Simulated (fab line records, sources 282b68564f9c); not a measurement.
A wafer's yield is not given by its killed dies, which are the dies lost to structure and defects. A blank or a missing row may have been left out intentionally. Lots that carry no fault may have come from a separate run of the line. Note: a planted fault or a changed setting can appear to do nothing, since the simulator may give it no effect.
fab line records + flow ritCmos
record:
- lots: 13
- wafers: 39
- lastDay: 7
route steps=202 shown PWELL@42
lots that met no fault: from a run of the same line without faults
startH: the number of hours between the record's first day and the start of the first shown wafer of the lot + waitH: hours from the lot's prior step to this one + " identical to the entry in the row above + L1.1+2: a row that stands for several wafers + - no value, or no start was given + * or withheld: withheld + < > ~ a bound
route shown NAME@n: NAME is a module with steps in the file, n the number in the route of the first one + usual: average and standard deviation across the fault-free wafers + same: alike in all rows + chamber/n: place in a boat + sites: each site's reading + _std_site: the standard deviation of these + _edge_site: mean of outer sites minus mean of inner sites + radiusMm: for every site, how far away it sits from the centre of the wafer + mask NAME#n: copy n + behind: the last tool/chamber to shape the wafer + hold: cause of the lot's hold/its duration in hours/its outcome + device: transistor that didn't switch, given as n, p or np + end of line: the same wafers' tests at the end of the route + where a step has no rows: the recipe by itself + killed: dies lost to structure and defects at the first sort, not the wafer's yield + map: a wafer's dies, x killed, . not, _ none there
set.NAME: the run value of the setting; set.NAME@STEP: its run value at that earlier step + model.NAME: the simulator's own value behind a step, which no gauge read
steps of the route over a sample of lots; a table a step, a row a wafer
services: a tool's chamber out of use, with start hour (startH, from the record's first day; less than 0 if before it), hours out, and reason
== steps ==
step: RIT_PWELL_EXPOSE_03
recipe:
- maskId: M3
- na: 0.57
- targetCdNm: 43700
- doseMj: 250
| lot.wafer  | tool            | chamber | startH | waitH | mask    |
|------------|-----------------|---------|--------|-------|---------|
| L111.2+5+6 | ilineStepper-01 | 0       | 25.55  | 0.2   | M3#0    |
| L113.1+2+3 | ilineStepper-02 | 0       | 35.63  | 0.2   | M3#0    |
| L114.2+3+5 | ilineStepper-01 | 0       | 40.80  | 0.2   | M3#0    |
| L118.3+5+6 | ilineStepper-01 | 0       | 58.41  | 0.2   | M3_R1#0 |
| L125.1+2+6 | ilineStepper-02 | 0       | 97.55  | 0.1   | M3#0    |
| L126.1+3+4 | ilineStepper-01 | 0       | 102.81 | 0.2   | M3#0    |
| L128.3+4+6 | ilineStepper-02 | 0       | 114.35 | 0.1   | M3#0    |
| L129.3+4+5 | ilineStepper-01 | 0       | 120.08 | 0.2   | M3#0    |
| L130.1+3+5 | ilineStepper-01 | 0       | 123.75 | 0.1   | M3#0    |
| L131.2+3+5 | ilineStepper-01 | 0       | 124.22 | 0.1   | M3#0    |
| L132.3+4+6 | ilineStepper-01 | 0       | 129.28 | 0.1   | M3#0    |
| L133.1+3+4 | ilineStepper-02 | 0       | 137.76 | 0.2   | M3#0    |
| L134.1+2+5 | ilineStepper-02 | 0       | 141.36 | 0.1   | M3#0    |
== services ==
| tool            | chamber | startH | hours | kind   |
|-----------------|---------|--------|-------|--------|
| ilineStepper-01 | -       | 10.44  | 1.7   | pm     |
| ilineStepper-01 | -       | 51.70  | 3.5   | repair |
| ilineStepper-01 | -       | 77.96  | 0.8   | repair |
| ilineStepper-02 | -       | 99.40  | 1.7   | pm     |
== key ==
firstSign:
- step: RIT_PWELL_EXPOSE_03
- reading: mask
- direction: changed
effect none on later readings
metAt RIT_PWELL_EXPOSE_03
struckLots L118
testerLeftOut L118
onsetBetween 40.80 58.41
fault:
- kind: wrongMask
- tool: any
- chamber: -
- onsetH: 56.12
- steps: RIT_PWELL_EXPOSE_03
- auxCopy: M3_R1#0
- cdOffsetNm: -350
- scope: struckLotsOnly
testerLeftOut: of these lots the tester's yield and bins aren't shown, on N5 and GAA mostly nor the transistor test; their killed dies are dies lost to structure and defects alone, not to doping, threshold or leakage, so they don't give the yield
